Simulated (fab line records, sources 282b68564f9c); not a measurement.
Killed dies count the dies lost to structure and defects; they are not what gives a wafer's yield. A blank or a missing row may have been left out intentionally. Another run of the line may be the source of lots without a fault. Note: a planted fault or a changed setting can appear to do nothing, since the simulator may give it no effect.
Which of the tools did it?	flow rit-cmos	at 1 step of a route of 202, 14 lots with 42 wafers sampled

## WHAT EACH GAUGE READ, for each wafer
Not one reading of a measure or inspect step in the record can be checked against a usual standard deviation.

## WHAT TOOL EACH LOT RAN ON (gives the tool, then ch and the chambers of the sampled wafers, and finally the start)
lot	RIT_GATE_SOFTBAKE_12
L729	litho-track-02 ch 0, day 2 15:13
L730	litho-track-04 ch 0, day 2 17:04
L731	litho-track-03 ch 0, day 3 00:03
L733	litho-track-03 ch 0, day 3 09:56
L734	litho-track-04 ch 0, day 3 13:46
L735	litho-track-02 ch 0, day 3 17:26
L736	litho-track-03 ch 0, day 3 23:44
L738	litho-track-02 ch 0, day 4 09:46
L739	litho-track-02 ch 0, day 4 13:50
L740	litho-track-03 ch 0, day 4 19:03
L741	litho-track-03 ch 0, day 4 23:25
L744	litho-track-02 ch 0, day 5 15:04
L749	litho-track-04 ch 0, day 6 17:26
L751	litho-track-02 ch 0, day 7 01:41
- RIT_GATE_SOFTBAKE_12: time 60 s.

## WHAT THE TOOLS THEMSELVES READ (means of the sampled wafers that have a number; where no wafer has one, the mark that the record gives instead)
RIT_GATE_SOFTBAKE_12.
lot	tool	heater-power-total-W (W)	run-length-s (s)
L729	litho-track-02	34.58	89.05
L730	litho-track-04	34.56	89.50
L731	litho-track-03	34.58	89.33
L733	litho-track-03	34.59	89.31
L734	litho-track-04	34.55	89.39
L735	litho-track-02	34.53	89.02
L736	litho-track-03	34.56	89.35
L738	litho-track-02	34.50	89.06
L739	litho-track-02	34.58	89.15
L740	litho-track-03	35.90	82.24
L741	litho-track-03	35.89	82.25
L744	litho-track-02	34.54	89.13
L749	litho-track-04	34.56	89.51
L751	litho-track-02	34.53	89.20

## THE ANSWER, worked out from the rows above alone
Rule: the lots themselves supply what counts as usual. The widest of any qualifying gaps counts: lots, ordered by their means at a reading, are off when they make up no more than a third of the lots, leave a main group of 4 or more, and stand apart from it by 3 or more times the standard deviation of that group's means. If all means in a main group match to the digits the tables above print for the reading, that group is not used. Also off: a lot with no number at a reading for which 4 or more lots have one. Any other lot the step has rows for is counted as sound. Order of review: gauges by route order, followed by the tools' own readings, for which a lot's mean as printed above is used. The first step at which some lot is off is used, and at that step the reading that is off furthest; a lot without a number counts as furthest.
Off at RIT_GATE_SOFTBAKE_12 (heater-power-total-W): L740, L741. Main group: mean 34.55 W, sd 0.025.
If a tool, at that step or one of the process steps before it, ran each lot that is off and ran no sound lot following the first of them, it fits. One fits: litho-track-03 at RIT_GATE_SOFTBAKE_12. Its last sound lot is L736 (day 3 23:44), its first lot that is off L740 (day 4 19:03): a fault that began between those two fits.
The tool's own readings at RIT_GATE_SOFTBAKE_12 bear it out: on the lots that are off they differ by more than 5 times the standard deviation of the sound lots' means. heater-power-total-W reads 35.89 W there against 34.55 W on the sound lots; run-length-s reads 82.25 s there against 89.25 s on the sound lots.

## WHAT THE SIMULATOR PUT IN
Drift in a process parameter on litho-track-03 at RIT_GATE_SOFTBAKE_12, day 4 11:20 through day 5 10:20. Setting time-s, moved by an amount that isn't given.
Lots struck among those shown: L740, L741. This agrees with what the rule above found.
